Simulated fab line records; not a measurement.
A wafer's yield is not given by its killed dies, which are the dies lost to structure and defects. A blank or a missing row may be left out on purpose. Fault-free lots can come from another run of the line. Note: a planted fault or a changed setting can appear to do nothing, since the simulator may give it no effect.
Struck lot and sound lot, side by side	flow berkeley cmos170	17 steps out of a route of 331
Sound: the wafers L791.2, L791.4, L791.5. The struck wafers were L785.2, L785.3, L785.5. The cause is given at the end.
Order at every step that has rows: each side's tool, ch and its chambers, its first start. Under that, the readings that differ: sound wafers	struck wafers	difference of the means	sigmas: that difference in standard deviations of wafers without a fault.
alike: words and numbers the same on both sides, and readings whose means are apart by under 2 such deviations; not compared: readings that were withheld, readings missing a value for some wafer, numbers with overlapping values and no deviation given by the record, and bounds like >300 which may hide the same value.
A row with sigmas, a row that says differs or no value, or rows on one side alone: a step with any of these is where the two part. Numbers that don't overlap but have no deviation are shown without sigmas and don't part them. A reading that every wafer of one side lacks parts them only if that side has two wafers or more.

UCB170_GATE_ETCH_15: etches poly-Si in HBr/Cl2, stops on SiO2, time 56.3 s, target depth 278.2 nm.
  sound on rie si-02 ch 0,1,3, day 10 05:00; struck on rie si-02 ch 0,1,3, day 9 00:47
  alike: drypump motor current A, oes product au, throttle valve pct
  not compared: rf hours counter h
UCB170_GATE_STRIP_16: strips in O2.
  sound on plasma asher-03 ch 0,1, day 10 05:03; struck on plasma asher-03 ch 0,1, day 9 00:50
  alike: drypump motor current A, oes product au
  not compared: rf hours counter h
UCB170_GATE_CD_MEAS_90: the cd target is 350 nm.
  sound on cd sem-01, day 10 05:11; struck on cd sem-01, day 9 00:57
  alike: cd nm
then, 7 steps without rows for these wafers: UCB170_GATE_CLEAN_17 (cleans in SPM, time 600 s); UCB170_PLDD_HMDS_00 (prime time 60 s); UCB170_PLDD_COAT_01 (resist thk 900 nm); UCB170_PLDD_SOFTBAKE_02 (time 60 s); UCB170_PLDD_EXPOSE_03 (exposes mask PSELECT, target cd 1200 nm); UCB170_PLDD_PEB_04; UCB170_PLDD_DEVELOP_05 (develop time 45 s).
UCB170_PLDD_CD_MEAS_06: the cd target is 1200 nm.
  sound on cd sem-02, day 10 07:02; struck on cd sem-02, day 9 03:04
  alike: cd nm
UCB170_PLDD_OVL_MEAS_07:
  sound on overlay-02, day 10 07:08; struck on overlay-01, day 9 03:10
  alike: PLDD_OVL
UCB170_PLDD_IMPLANT_08:
  sound on implanter-01 ch 0, day 10 07:11; struck on implanter-04 ch 0, day 9 03:14
reading	sound	struck	difference	sigmas
beam on s (s)	10.09 10.08 9.99	40.69 39.59 40.33	+30.15	+99 or more
dose ions cm2	4.995e+13 5.001e+13 4.995e+13	2.4999e+14 2.4993e+14 2.4997e+14	+1.9999e+14	+99 or more
faraday current uA	157.5 158.4 157.8	194.3 199.8 196.8	+39.1	+13
  alike: tilt deg
next, for these wafers, 1 step has no rows: UCB170_PLDD_IMPLANT_09.
UCB170_PLDD_STRIP_10: strips in O2.
  sound on plasma asher-03 ch 0,1, day 10 07:28; struck on plasma asher-03 ch 0, day 9 03:30
  alike: drypump motor current A, oes product au, strip time to endpoint s
  not compared: rf hours counter h
UCB170_PLDD_TW_MEAS_11:
  sound on film metro-01, day 10 07:35; struck on film metro-01, day 9 03:50
reading	sound	struck	difference	sigmas
PLDD_TW	999 1004 1008	1411 1416 1415	+410	+89
  not compared: hold
UCB170_M3_PROBE_99:
  the record holds rows for the sound wafers here (prober-01, day 12 04:36) but none for the struck ones

## WHERE THEY PART
At UCB170_PLDD_IMPLANT_08 first; at UCB170_M3_PROBE_99 last (within this record only).

WHY: what had been put in by the simulator
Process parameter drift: implanter-04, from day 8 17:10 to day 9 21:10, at UCB170_PLDD_IMPLANT_08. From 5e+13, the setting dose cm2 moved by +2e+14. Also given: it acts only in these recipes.
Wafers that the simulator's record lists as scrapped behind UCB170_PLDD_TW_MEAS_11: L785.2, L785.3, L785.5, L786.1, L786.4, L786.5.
